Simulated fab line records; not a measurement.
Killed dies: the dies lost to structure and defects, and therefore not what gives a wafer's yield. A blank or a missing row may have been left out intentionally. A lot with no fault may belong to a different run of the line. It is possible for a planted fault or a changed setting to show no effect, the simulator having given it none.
Split-lot study / flow berkeleyCmos170 / 23 wafers read across 5 lots, on a route 331 steps long

ABOUT THE SPLIT
At UCB170_PWELL_CVD_05 (deposits Si3N4 from SiH2Cl2/NH3, target thk 220 nm, time 3300 s), the setting pressureMtorr was moved away from the recipe's 200 mTorr on 10 of the 23 wafers read, by -14.7% to +9.9%. All remaining wafers had this setting at the recipe value.

No step appears in the file between the split and the reading.

THE READING
PWELL_NITRIDE_THK at UCB170_PWELL_THK_MEAS_06, in nm. A value of 220.7 nm with a standard deviation of 2.5 nm is what fault-free wafers of this fab line usually give.

wafer=L075.1; tool, chamber at the split=-, -; pressureMtorr as run, mTorr=170.6; against the recipe=-14.7%; PWELL_NITRIDE_THK, nm=207.5; against lot-mates on the recipe=no lot-mate on the recipe
wafer=L075.2; tool, chamber at the split=-, -; pressureMtorr as run, mTorr=170.6; against the recipe=-14.7%; PWELL_NITRIDE_THK, nm=208.1; against lot-mates on the recipe=no lot-mate on the recipe
wafer=L075.3; tool, chamber at the split=-, -; pressureMtorr as run, mTorr=170.6; against the recipe=-14.7%; PWELL_NITRIDE_THK, nm=209.4; against lot-mates on the recipe=no lot-mate on the recipe
wafer=L075.5; tool, chamber at the split=-, -; pressureMtorr as run, mTorr=170.6; against the recipe=-14.7%; PWELL_NITRIDE_THK, nm=208.0; against lot-mates on the recipe=no lot-mate on the recipe
wafer=L075.6; tool, chamber at the split=-, -; pressureMtorr as run, mTorr=170.6; against the recipe=-14.7%; PWELL_NITRIDE_THK, nm=210.6; against lot-mates on the recipe=no lot-mate on the recipe
wafer=L076.1; tool, chamber at the split=-, -; pressureMtorr as run, mTorr=200; against the recipe=recipe; PWELL_NITRIDE_THK, nm=224.0; against lot-mates on the recipe=-
wafer=L076.3; tool, chamber at the split=-, -; pressureMtorr as run, mTorr=200; against the recipe=recipe; PWELL_NITRIDE_THK, nm=222.6; against lot-mates on the recipe=-
wafer=L076.4; tool, chamber at the split=-, -; pressureMtorr as run, mTorr=200; against the recipe=recipe; PWELL_NITRIDE_THK, nm=223.1; against lot-mates on the recipe=-
wafer=L076.5; tool, chamber at the split=-, -; pressureMtorr as run, mTorr=200; against the recipe=recipe; PWELL_NITRIDE_THK, nm=223.3; against lot-mates on the recipe=-
wafer=L076.6; tool, chamber at the split=-, -; pressureMtorr as run, mTorr=200; against the recipe=recipe; PWELL_NITRIDE_THK, nm=224.7; against lot-mates on the recipe=-
wafer=L077.2; tool, chamber at the split=-, -; pressureMtorr as run, mTorr=219.9; against the recipe=+9.9%; PWELL_NITRIDE_THK, nm=225.8; against lot-mates on the recipe=no lot-mate on the recipe
wafer=L077.3; tool, chamber at the split=-, -; pressureMtorr as run, mTorr=219.9; against the recipe=+9.9%; PWELL_NITRIDE_THK, nm=227.0; against lot-mates on the recipe=no lot-mate on the recipe
wafer=L077.4; tool, chamber at the split=-, -; pressureMtorr as run, mTorr=219.9; against the recipe=+9.9%; PWELL_NITRIDE_THK, nm=228.4; against lot-mates on the recipe=no lot-mate on the recipe
wafer=L077.5; tool, chamber at the split=-, -; pressureMtorr as run, mTorr=219.9; against the recipe=+9.9%; PWELL_NITRIDE_THK, nm=226.3; against lot-mates on the recipe=no lot-mate on the recipe
wafer=L077.6; tool, chamber at the split=-, -; pressureMtorr as run, mTorr=219.9; against the recipe=+9.9%; PWELL_NITRIDE_THK, nm=227.1; against lot-mates on the recipe=no lot-mate on the recipe
wafer=L079.1; tool, chamber at the split=-, -; pressureMtorr as run, mTorr=200; against the recipe=recipe; PWELL_NITRIDE_THK, nm=220.8; against lot-mates on the recipe=-
wafer=L079.2; tool, chamber at the split=-, -; pressureMtorr as run, mTorr=200; against the recipe=recipe; PWELL_NITRIDE_THK, nm=220.0; against lot-mates on the recipe=-
wafer=L079.3; tool, chamber at the split=-, -; pressureMtorr as run, mTorr=200; against the recipe=recipe; PWELL_NITRIDE_THK, nm=220.5; against lot-mates on the recipe=-
wafer=L079.5; tool, chamber at the split=-, -; pressureMtorr as run, mTorr=200; against the recipe=recipe; PWELL_NITRIDE_THK, nm=220.0; against lot-mates on the recipe=-
wafer=L079.6; tool, chamber at the split=-, -; pressureMtorr as run, mTorr=200; against the recipe=recipe; PWELL_NITRIDE_THK, nm=221.8; against lot-mates on the recipe=-
wafer=L084.1; tool, chamber at the split=lpcvd-02, 0; pressureMtorr as run, mTorr=200; against the recipe=recipe; PWELL_NITRIDE_THK, nm=220.8; against lot-mates on the recipe=-
wafer=L084.3; tool, chamber at the split=lpcvd-02, 0; pressureMtorr as run, mTorr=200; against the recipe=recipe; PWELL_NITRIDE_THK, nm=219.0; against lot-mates on the recipe=-
wafer=L084.6; tool, chamber at the split=lpcvd-02, 0; pressureMtorr as run, mTorr=200; against the recipe=recipe; PWELL_NITRIDE_THK, nm=219.6; against lot-mates on the recipe=-

THE FIT
A straight line over all 23 wafers: PWELL_NITRIDE_THK changes by +0.755 nm for each +1% of pressureMtorr; r = +0.96; the points scatter about the line by 1.8 nm.
Too few moved wafers with a lot-mate on the recipe to fit a line net of each lot's own level.

THE WHOLE CHAIN: every reading that the file lists as answering this split, in the file's order
step=UCB170_PWELL_CVD_05; what it does=deposits Si3N4 from SiH2Cl2/NH3, target thk 220 nm, time 3300 s; reading=Si3N4_of_PWELL_CVD_05.thkNm (the simulator's own value, which no gauge read); change (the file's fit)=+0.758 nm for each +1% of the setting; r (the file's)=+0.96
step=UCB170_PWELL_THK_MEAS_06; what it does=; reading=PWELL_NITRIDE_THK; change (the file's fit)=+0.754 for each +1% of the setting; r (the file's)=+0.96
step=UCB170_PWELL_ETCH_14; what it does=etches Si3N4 in CH3F/Ar/O2, stops on SiO2, target depth 242 nm, time 151 s; reading=etch.depthNm (the simulator's own value, which no gauge read); change (the file's fit)=+0.653 nm for each +1% of the setting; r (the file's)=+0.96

FILE'S OWN FIT
PWELL_NITRIDE_THK changes by +0.754 nm for each +1% of pressureMtorr, r = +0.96.
